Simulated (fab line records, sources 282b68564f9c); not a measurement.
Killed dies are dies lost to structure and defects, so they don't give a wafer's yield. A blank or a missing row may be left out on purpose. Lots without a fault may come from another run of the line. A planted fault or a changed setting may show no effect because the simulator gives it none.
fab line records | flow rit_cmos
record lots=5 wafers=15 last_day=6
route steps=202 shown ACTIVE@1 M1@202
lots that met no fault: from a run of the same line without faults
start_h: hours from the record's first day to the start of the lot's first wafer shown | wait_h: hours since the lot's step before | " the same as in the row above | L1.1+2: a row that stands for several wafers | - no value, or no start given | * or withheld: withheld | < > ~ a bound
route shown NAME@n: a module of which the file shows steps, and the number in the route of the first | usual: mean/standard deviation of fault-free wafers | same: alike in all rows | chamber/n: place in a boat | sites: the reading at each site | _std_site: their standard deviation | _edge_site: outer sites' mean less inner sites' | radius_mm: how far each site lies from the wafer's centre | mask NAME#n: copy n | behind: the tool/chamber that last shaped the wafer | hold: why the lot was held/for how many hours/how that ended | device: the transistor (n, p or np) that didn't switch | end of line: the same wafers' tests at the end of the route | a step without rows: its recipe alone | killed: dies lost to structure and defects at the first sort, not the wafer's yield | map: a wafer's dies, x killed, . not, _ none there
set.NAME: the setting as run; set.NAME@STEP: as run at that earlier step | model.NAME: the simulator's own value behind a step, which no gauge read
lots at some steps of the route; a table a step, a row a wafer
services: from which hour (start_h, from the record's first day; less than 0 if before it) a tool's chamber was out of use, for how many hours, and why
## steps
# step RIT_ACTIVE_BOW_MEAS_00
# recipe mode=bow
# usual INCOMING_BOW=-1/6.8
# columns lot.wafer tool chamber start_h wait_h INCOMING_BOW[um]
L399.3 film_metro-02 - 20.04 - -18
L399.5 " - " " -5
L399.6 " - " " -1
L400.2 film_metro-03 - 25.02 - 2
L400.4 " - " " -11
L400.6 " - " " 3
L404.1 film_metro-01 - 45.00 - -2
L404.4 " - " " -12
L404.5 " - " " 0
L413.3 film_metro-01 - 90.04 - -2
L413.4 " - " " 0
L413.6 " - " " 1
L415.1 film_metro-02 - 100.00 - 1
L415.3 " - " " 5
L415.5 " - " " -11
# step RIT_ACTIVE_OXIDATION_01
# recipe temp_c=1000 ambient=O2 target_thk_a=468 ox_time_s=3360
# step RIT_ACTIVE_THK_MEAS_02
# recipe reads=SiO2_of_ACTIVE_OXIDATION_01
# usual ACTIVE_OXIDE_THK=46.9/0.94
# columns lot.wafer tool chamber start_h wait_h ACTIVE_OXIDE_THK[nm]
L399.3 film_metro-03 - 22.07 0.0 45.8
L399.5 " - " " 45.8
L399.6 " - " " 45.8
L400.2 film_metro-01 - 27.06 0.0 46.1
L400.4 " - " " 46.8
L400.6 " - " " 45.8
L404.1 film_metro-01 - 47.05 0.0 46.3
L404.4 " - " " 46.7
L404.5 " - " " 47.2
L413.3 film_metro-01 - 92.07 0.0 48.3
L413.4 " - " " 47.8
L413.6 " - " " 48.1
L415.1 film_metro-03 - 102.05 0.0 47.5
L415.3 " - " " 46.9
L415.5 " - " " 47.4
# step RIT_ACTIVE_CVD_03
# recipe material=Si3N4 target_thk_nm=150 temp_c=810 precursor=SiH2Cl2/NH3 time_s=1500 pressure_mtorr=300 sih2cl2_flow_sccm=60 nh3_flow_sccm=150
# step RIT_ACTIVE_THK_MEAS_04
# recipe reads=Si3N4_of_ACTIVE_CVD_03
# usual ACTIVE_NITRIDE_THK=150.7/0.96
# columns lot.wafer tool chamber start_h wait_h ACTIVE_NITRIDE_THK[nm]
L399.3 film_metro-03 - 23.55 0.0 149.5
L399.5 " - " " 149.6
L399.6 " - " " 149.7
L400.2 film_metro-02 - 29.25 0.0 151.2
L400.4 " - " " 151.7
L400.6 " - " " 150.8
L404.1 film_metro-01 - 48.53 0.0 150.3
L404.4 " - " " 151.1
L404.5 " - " " 151.8
L413.3 film_metro-03 - 93.55 0.0 151.0
L413.4 " - " " 150.2
L413.6 " - " " 149.4
L415.1 film_metro-02 - 103.53 0.0 150.7
L415.3 " - " " 151.2
L415.5 " - " " 151.4
# step RIT_ACTIVE_HMDS_05
# recipe prime_time_s=60 prime_temp_c=140
# step RIT_ACTIVE_COAT_06
# recipe resist=NOVOLAK spin_rpm=3250 resist_thk_nm=1000
# step RIT_ACTIVE_SOFTBAKE_07
# recipe resist=NOVOLAK temp_c=90 time_s=60
# step RIT_ACTIVE_EXPOSE_08
# recipe mask_id=M1 na=0.6 source_shape=conventional sigma_outer=0.6 target_cd_nm=1400 dose_mj=225
# usual stage_vel_mm_s=499.97/0.23
# columns lot.wafer tool chamber start_h wait_h mask stage_vel_mm_s
L399.3 iline_stepper-02 0 24.08 0.1 M1#0 500.11
L399.5 " 0 " " M1#0 500.27
L399.6 " 0 " " M1#0 499.95
L400.2 iline_stepper-01 0 29.92 0.2 M1#0 499.91
L400.4 " 0 " " M1#0 500.10
L400.6 " 0 " " M1#0 499.92
L404.1 iline_stepper-01 0 49.16 0.2 M1_R1#0 500.04
L404.4 " 0 " " M1_R1#0 500.20
L404.5 " 0 " " M1_R1#0 500.07
L413.3 iline_stepper-01 0 94.20 0.2 M1#0 500.47
L413.4 " 0 " " M1#0 499.92
L413.6 " 0 " " M1#0 500.29
L415.1 iline_stepper-01 0 104.17 0.2 M1#0 500.60
L415.3 " 0 " " M1#0 500.34
L415.5 " 0 " " M1#0 500.25
# step RIT_ACTIVE_PEB_09
# recipe resist=NOVOLAK temp_c=withheld time_s=withheld
# step RIT_ACTIVE_DEVELOP_10
# recipe resist=NOVOLAK develop_time_s=50 dev_temp_c=23
# step RIT_ACTIVE_CD_MEAS_11
# recipe target_cd_nm=1400
# usual cd_nm=1400.3/2.4
# columns lot.wafer tool chamber start_h wait_h cd_nm
L399.3 cd_sem-02 - 24.48 - 1398.4
L399.5 " - " " 1398.9
L399.6 " - " " 1397.1
L400.2 cd_sem-02 - 30.32 - 1399.5
L400.4 " - " " 1399.7
L400.6 " - " " 1401.1
L404.1 cd_sem-01 - 49.56 - 1278.3
L404.4 " - " " 1280.1
L404.5 " - " " 1277.5
L413.3 cd_sem-01 - 94.60 - 1401.2
L413.4 " - " " 1401.9
L413.6 " - " " 1401.4
L415.1 cd_sem-01 - 104.56 - 1396.2
L415.3 " - " " 1396.4
L415.5 " - " " 1398.0
# step RIT_ACTIVE_HARDBAKE_12
# recipe resist=NOVOLAK temp_c=140 time_s=60
# step RIT_ACTIVE_ETCH_13
# recipe stop_on=SiO2 chemistry=SF6 target=Si3N4 time_s=210 over_etch_frac=0.4 SF6_flow_sccm=200 pressure_mtorr=260 rf_w=125 target_depth_a=2100
# usual chamber_pressure_mTorr=259.97/0.27 drypump_motor_current_A=5.9/0.4 oes_product_au=0.823/0.015 throttle_valve_pct=7.51/0.13
# columns lot.wafer tool chamber start_h wait_h chamber_pressure_mTorr drypump_motor_current_A oes_product_au rf_hours_counter_h throttle_valve_pct model.ACTIVE.cd_nm
L399.3 rie_diel-01 3 24.71 0.1 259.71 6.4 0.821 26 7.55 1398
L399.5 " 1 " " 259.21 5.7 0.835 - 7.51 1399
L399.6 " 0 " " 259.94 6.0 0.801 - 7.60 1397
L400.2 rie_diel-02 0 30.57 0.1 259.74 5.4 0.830 79 7.26 1400
L400.4 " 1 " " 260.10 5.7 0.820 106 7.53 1400
L400.6 " 0 " " 260.12 5.4 0.826 - 7.26 1401
L404.1 rie_diel-01 0 49.83 0.1 259.91 6.0 0.807 149 7.61 1278
L404.4 " 1 " " 260.00 5.8 0.838 76 7.51 1280
L404.5 " 0 " " 259.55 6.0 0.811 - 7.61 1278
L413.3 rie_diel-02 0 94.83 0.1 259.82 5.4 0.825 81 7.26 1401
L413.4 " 0 " " 260.45 5.4 0.823 - 7.25 1402
L413.6 " 2 " " 259.94 6.4 0.846 - 7.67 1401
L415.1 rie_diel-01 1 104.83 0.1 260.03 5.8 0.831 77 7.50 1396
L415.3 " 3 " " 259.64 6.4 0.820 27 7.53 1396
L415.5 " 1 " " 259.93 5.8 0.834 - 7.50 1398
# step RIT_ACTIVE_STRIP_14
# recipe chemistry=O2 time_s=180 resist=NOVOLAK platen_temp_c=withheld power_w=500 pressure_mtorr=4000 o2_flow_sccm=4000
# usual chamber_pressure_mTorr=4000/3.9 drypump_motor_current_A=5.9/0.4
# columns lot.wafer tool chamber start_h wait_h chamber_pressure_mTorr drypump_motor_current_A rf_hours_counter_h
L399.3 plasma_asher-03 1 24.90 0.1 4000 6.0 -
L399.5 " 0 " " 4000 6.1 -
L399.6 " 1 " " 3999 6.0 -
L400.2 plasma_asher-03 1 30.70 0.1 3998 6.0 39
L400.4 " 1 " " 3999 6.0 -
L400.6 " 1 " " 4000 6.0 -
L404.1 plasma_asher-03 0 49.97 0.1 3994 6.2 41
L404.4 " 0 " " 4004 6.2 -
L404.5 " 0 " " 4000 6.2 -
L413.3 plasma_asher-02 0 95.03 0.1 3999 5.4 -
L413.4 " 1 " " 4004 6.1 -
L413.6 " 1 " " 4004 6.1 -
L415.1 plasma_asher-03 0 104.97 0.1 4003 6.2 46
L415.3 " 1 " " 4003 6.0 -
L415.5 " 0 " " 4003 6.1 -
# step RIT_M1_PROBE_99
# usual killed_at_M0_to_M3=0.0/0.19 killed_at_front_end=6.4/2.9 killed_dies=6.5/3 killed_open=3.3/1.9 killed_short=3.2/1.7
# same gross_dies=264 killed_at_M4_up=0 killed_at_back_side=0 killed_at_contacts=0 killed_at_other=0
# columns lot.wafer tool chamber start_h wait_h killed_at_M0_to_M3 killed_at_front_end killed_dies killed_open killed_short model.etest.nplus_sal.width_nm model.etest.pplus_sal.width_nm model.etest.nldd.width_nm model.etest.pldd.width_nm model.etest.nmos_narrow.drive_ua_um model.etest.pmos_narrow.drive_ua_um model.etest.field_p_metal.vt_v model.etest.field_p.vt_v
L399.3 prober-02 - 68.68 0.2 0 3 3 2 1 3404 3424 3151 3157 220.3 99.47 -28.25 -12.61
L399.5 prober-02 - 68.78 0.2 0 11 11 4 7 3461 3437 3187 3193 228.9 101.2 -28.96 -12.59
L399.6 prober-02 - 68.83 0.2 0 6 6 3 3 3449 3432 3187 3191 226.9 101.2 -28.98 -12.6
L400.2 prober-01 - 73.54 0.1 0 7 7 4 3 3436 3440 3154 3157 218.5 98.96 -29.48 -12.92
L400.4 prober-01 - 73.64 0.2 0 5 5 4 1 3401 3430 3157 3150 213.6 96.19 -29.77 -12.96
L400.6 prober-01 - 73.74 0.2 0 8 8 2 6 3431 3437 3174 3179 215.1 96.22 -30.3 -12.94
L404.1 prober-01 - 94.88 0.1 0 4 4 1 3 3325 3307 3042 3054 203.3 91.88 -27.07 -11.91
L404.4 prober-01 - 95.03 0.2 0 7 7 2 4 3303 3314 3057 3063 194.7 90.54 -27.38 -11.93
L404.5 prober-01 - 95.08 0.2 0 10 10 6 2 3330 3330 3055 3027 202.9 90.69 -27.05 -12.05
L413.3 prober-02 - 141.41 0.2 0 12 12 8 4 3434 3421 3153 3163 217 99.72 -29.94 -13.13
L413.4 prober-02 - 141.46 0.2 0 10 10 4 6 3440 3440 3170 3192 220.7 99.94 -30.37 -13.17
L413.6 prober-02 - 141.56 0.2 0 13 13 8 5 3430 3448 3179 3168 218.9 99.81 -29.95 -13.09
L415.1 prober-02 - 152.13 0.1 0 5 5 3 2 3431 3444 3171 3171 225.7 101 -28.99 -12.93
L415.3 prober-02 - 152.23 0.2 1 6 7 0 7 3473 3462 3182 3189 223.4 100.4 -28.96 -12.92
L415.5 prober-02 - 152.33 0.2 0 10 10 6 4 3468 3485 3184 3178 224.6 102.2 -29.26 -12.93
# killed by level:class
L399.3 FOX1:geometric_particle:short=1 FOX1:geometric_particle:open=1 SPACER:geometric_particle:open=1
L399.5 FOX1:geometric_particle:open=2 GATE:geometric_particle:short=2 SPACER:geometric_particle:short=2 SILICIDE:geometric_particle:short=2 REOX:geometric_particle:short=1 REOX:geometric_particle:open=1 SILICIDE:geometric_particle:open=1
L399.6 ACTIVE:geometric_particle:short=1 FOX1:geometric_particle:short=1 FOX1:geometric_particle:open=1 GATE:geometric_particle:open=1 SPACER:geometric_particle:short=1 SILICIDE:geometric_particle:open=1
L400.2 GATE:geometric_particle:open=3 FOX1:geometric_particle:short=1 SPACER:geometric_particle:open=1 SPACER:geometric_particle:short=1 SILICIDE:geometric_particle:short=1
L400.4 GATE:geometric_particle:open=3 GATE:geometric_particle:short=1 SILICIDE:geometric_particle:open=1
L400.6 GATE:geometric_particle:short=4 GATE:geometric_particle:open=2 FOX1:geometric_particle:short=1 REOX:geometric_particle:short=1
L404.1 REOX:geometric_particle:short=2 REOX:geometric_particle:open=1 SILICIDE:geometric_particle:short=1
L404.4 GATE:geometric_particle:short=3 FOX1:geometric_particle:short=1 FOX1:geometric_particle:open=1 GATE:geometric_particle:open=1 ACTIVE:area_expose=1
L404.5 GATE:geometric_particle:open=3 SPACER:geometric_particle:open=2 ACTIVE:area_expose=2 REOX:geometric_particle:short=1 SPACER:geometric_particle:short=1 SILICIDE:geometric_particle:open=1
L413.3 SPACER:geometric_particle:open=4 FOX1:geometric_particle:short=2 FOX1:geometric_particle:open=1 GATE:geometric_particle:short=1 GATE:geometric_particle:open=1 REOX:geometric_particle:open=1 SPACER:geometric_particle:short=1 SILICIDE:geometric_particle:open=1
L413.4 GATE:geometric_particle:open=2 SILICIDE:geometric_particle:short=2 FOX1:geometric_particle:short=1 FOX2:geometric_particle:short=1 GATE:geometric_particle:short=1 REOX:geometric_particle:open=1 SPACER:geometric_particle:short=1 SILICIDE:geometric_particle:open=1
L413.6 GATE:geometric_particle:open=6 FOX1:geometric_particle:open=2 GATE:geometric_particle:short=2 FOX1:geometric_particle:short=1 FOX2:geometric_particle:short=1 REOX:geometric_particle:short=1
L415.1 GATE:geometric_particle:short=1 GATE:geometric_particle:open=1 REOX:geometric_particle:open=1 SPACER:geometric_particle:open=1 SILICIDE:geometric_particle:short=1
L415.3 GATE:geometric_particle:short=2 SPACER:geometric_particle:short=2 FOX2:geometric_particle:short=1 SILICIDE:geometric_particle:short=1 M1:geometric_particle:short=1
L415.5 SILICIDE:geometric_particle:open=3 FOX1:geometric_particle:short=2 GATE:geometric_particle:short=2 SPACER:geometric_particle:open=2 GATE:geometric_particle:open=1
## services
# columns tool chamber start_h hours kind
plasma_asher-03 - 10.82 4.0 repair
iline_stepper-02 0 48.20 - calibration
iline_stepper-02 - 49.12 1.7 pm
rie_diel-02 3 89.32 9.2 repair
iline_stepper-01 0 90.26 - calibration
iline_stepper-01 - 97.70 1.7 pm
rie_diel-01 2 102.00 9.5 repair
## key
first_sign step=RIT_ACTIVE_EXPOSE_08 reading=mask direction=changed
effect step=RIT_ACTIVE_CD_MEAS_11 reading=cd_nm direction=down sigmas=51 usual=1400.3 struck=1278.6
model_effect step=RIT_ACTIVE_ETCH_13 value=ACTIVE.cd_nm without=1399 struck=1279
model_effect step=RIT_M1_PROBE_99 value=etest.nplus_sal.width_nm without=3439 struck=3319
met_at RIT_ACTIVE_EXPOSE_08
struck_wafers L404.1,L404.4,L404.5
tester_left_out L404
onset_between 29.92 49.16
fault kind=wrong_mask tool=any chamber=- onset_h=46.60 steps=RIT_ACTIVE_EXPOSE_08 aux_copy=M1_R1#0 cd_offset_nm=-120 scope=struck_lots_only
# tester_left_out: of these lots the tester's yield and bins aren't shown, on N5 and GAA mostly nor the transistor test; their killed dies are dies lost to structure and defects alone, not to doping, threshold or leakage, so they don't give the yield
